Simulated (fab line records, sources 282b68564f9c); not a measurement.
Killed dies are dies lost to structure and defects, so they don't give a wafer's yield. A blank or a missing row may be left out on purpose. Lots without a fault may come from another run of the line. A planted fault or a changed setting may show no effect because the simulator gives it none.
Which tool did it? | flow rit_cmos | 13 lots, 39 wafers sampled, at 4 steps of a route of 202

WHAT THE GAUGES READ, wafer by wafer
RIT_FOX2_THK_MEAS_90. Usual: FIELD_OXIDE_LEFT_1_THK 325 nm, standard deviation 6.4.
lot  | measured    | on            | FIELD_OXIDE_LEFT_1_THK (nm) | flag
L783 | day 1 23:28 | film_metro-03 | 321 328 325                 |
L784 | day 2 03:30 | film_metro-02 | 330 327 330                 |
L785 | day 2 07:22 | film_metro-02 | 325 318 325                 |
L787 | day 2 22:57 | film_metro-03 | 325 324 324                 |
L789 | day 3 03:17 | film_metro-03 | 321 329 326                 |
L790 | day 3 08:39 | film_metro-04 | 313 316 312                 |
L791 | day 3 17:07 | film_metro-02 | 317 314 321                 |
L793 | day 3 23:07 | film_metro-02 | 324 330 324                 |
L794 | day 4 04:16 | film_metro-02 | 329 328 331                 |
L798 | day 5 00:32 | film_metro-04 | 331 335 333                 |
L800 | day 5 09:54 | film_metro-04 | 325 328 326                 |
L802 | day 5 20:47 | film_metro-03 | 324 322 332                 |
L805 | day 6 13:25 | film_metro-03 | 334 332 340                 |

RIT_NLDD_OVL_MEAS_06. Usual: NLDD_OVL -0.3 nm, standard deviation 1.4.
lot  | measured    | on         | NLDD_OVL (nm)  | flag
L783 | day 3 04:04 | overlay-01 | -1.0 -1.6 -3.0 |
L784 | day 3 05:58 | overlay-02 | -0.9 -1.8 -0.6 |
L785 | day 3 06:17 | overlay-02 | -1.5 -0.3 0.2  |
L787 | day 4 01:26 | overlay-02 | -0.5 -0.9 0.2  |
L789 | day 4 04:15 | overlay-02 | 0.4 1.2 -0.7   |
L790 | day 4 06:24 | overlay-02 | -3.3 -0.3 -1.3 |
L791 | day 4 17:20 | overlay-02 | -2.2 -0.2 -0.4 |
L793 | day 4 22:24 | overlay-01 | -1.2 -0.8 -0.1 |
L794 | day 5 05:12 | overlay-01 | -0.3 1.9 1.7   |
L798 | day 6 03:06 | overlay-01 | 0.7 2.5 0.8    |
L800 | day 6 09:26 | overlay-02 | -0.1 0.6 -0.3  |
L802 | day 7 00:21 | overlay-01 | -2.1 -1.5 -1.2 |
L805 | day 8 01:46 | overlay-01 | -0.3 -1.5 -1.6 |

RIT_SPACER_THK_MEAS_04. Usual: SPACER_NITRIDE_THK 250.9 nm, standard deviation 2.1.
lot  | measured    | on            | SPACER_NITRIDE_THK (nm) | flag
L783 | day 3 08:41 | film_metro-02 | 251.4 252.1 252.4       |
L784 | day 3 10:23 | film_metro-01 | 250.3 252.1 250.3       |
L785 | day 3 10:43 | film_metro-02 | 254.5 251.9 253.1       |
L787 | day 4 05:45 | film_metro-04 | 254.2 255.1 256.1       |
L789 | day 4 08:40 | film_metro-01 | 247.6 249.4 248.5       |
L790 | day 4 10:41 | film_metro-01 | 251.4 252.8 251.4       |
L791 | day 4 21:46 | film_metro-01 | 249.4 251.5 251.7       |
L793 | day 5 02:43 | film_metro-01 | 249.3 250.7 250.5       |
L794 | day 5 09:33 | film_metro-02 | 248.3 245.7 246.9       |
L798 | day 6 07:50 | film_metro-04 | 249.6 247.2 247.0       |
L800 | day 6 13:45 | film_metro-02 | 251.0 249.0 248.4       |
L802 | day 7 04:49 | film_metro-02 | 252.3 251.5 251.9       |
L805 | day 8 06:23 | film_metro-01 | 246.4 249.6 247.9       |

WHICH TOOL RAN EACH LOT (tool, then ch and the chambers of the sampled wafers, then the start)
lot  | RIT_REOX_CLEAN_01
L783 | wet_bench-04 ch 2, day 2 23:35
L784 | wet_bench-02 ch 2, day 3 01:05
L785 | wet_bench-02 ch 3, day 3 01:40
L787 | wet_bench-02 ch 1, day 3 21:04
L789 | wet_bench-04 ch 1, day 4 00:07
L790 | wet_bench-04 ch 0, day 4 02:04
L791 | wet_bench-04 ch 2, day 4 13:34
L793 | wet_bench-02 ch 1, day 4 18:41
L794 | wet_bench-02 ch 0, day 5 01:09
L798 | wet_bench-02 ch 0, day 5 23:01
L800 | wet_bench-04 ch 2, day 6 03:51
L802 | wet_bench-04 ch 0, day 6 18:13
L805 | wet_bench-01 ch 1, day 7 17:13
- RIT_REOX_CLEAN_01: cleans in dHF, time 30 s.

WHAT THE TOOLS THEMSELVES READ (means of the sampled wafers that have a number; where no wafer has one, the mark that the record gives instead)
The record holds no such reading with a usual standard deviation.

THE ANSWER, worked out from the rows above alone
Rule: a lot is off if the mean of its wafers that have a number lies more than 3 standard deviations from the usual mean. A lot without any number at a reading at which 4 lots or more have one is off too. The other lots that the step has rows for count as sound. The gauges are gone through in route order, then the tools' own readings, and for those a lot's mean is taken as printed above. The first step at which some lot is off is used, and at that step the reading that is off furthest; a lot without a number counts as furthest.
No lot is off at any reading shown: from this, nothing can be told.

WHAT THE SIMULATOR HAD PUT IN
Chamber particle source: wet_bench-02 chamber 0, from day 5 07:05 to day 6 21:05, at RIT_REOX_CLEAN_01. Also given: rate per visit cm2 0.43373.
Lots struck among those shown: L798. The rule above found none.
